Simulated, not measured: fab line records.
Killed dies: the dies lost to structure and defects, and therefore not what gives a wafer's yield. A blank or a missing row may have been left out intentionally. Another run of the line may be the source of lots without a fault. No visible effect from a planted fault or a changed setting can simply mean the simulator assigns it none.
Which of the tools did it?    flow rit cmos    Sampling: 6 lots, 18 wafers, 2 of 202 route steps

WHAT THE GAUGES SHOWED, per wafer
RIT_NLDD_TW_MEAS_10.
lot   measured     on             NLDD_TW
L891  day 3 06:02  film metro-04  2529 2523 2522
L893  day 3 14:39  film metro-04  2526 2513 2517
L904  day 5 23:26  film metro-04  2515 2518 2510
L906  day 6 07:31  film metro-04  2513 2512 2510
L908  day 6 17:24  film metro-04  2509 2511 2512
L911  day 7 08:46  film metro-04  2521 2526 2514

TOOL THAT RAN EACH LOT (tool first, then ch and the chambers of the sampled wafers, then the start)
lot   RIT_GATE_CLEAN_01
L891  wet bench-04 ch 2, day 2 18:26
L893  wet bench-01 ch 0, day 3 04:25
L904  wet bench-04 ch 0, day 5 12:31
L906  wet bench-04 ch 1, day 5 20:05
L908  wet bench-04 ch 1, day 6 07:22
L911  wet bench-03 ch 2, day 6 22:16
- RIT_GATE_CLEAN_01: cleans in SC1, time 600 s.

THE ANSWER, worked out from the rows above alone
Rule: usual is defined by the lots themselves. Put in order of their means at a reading, lots are off if they are a third of the lots or fewer, leave a main group of 4 or more, and stand apart from it by a gap of 3 or more times the standard deviation of the main group's means; of several such gaps the widest counts. Not used: any main group whose means are identical at the precision the tables above print for the reading. Also off: a lot with no number at a reading for which 4 or more lots have one. All remaining lots with rows at the step are treated as sound.
Nothing can be told from this: no lot is off at any reading shown.

WHAT THE SIMULATOR HAD PUT IN
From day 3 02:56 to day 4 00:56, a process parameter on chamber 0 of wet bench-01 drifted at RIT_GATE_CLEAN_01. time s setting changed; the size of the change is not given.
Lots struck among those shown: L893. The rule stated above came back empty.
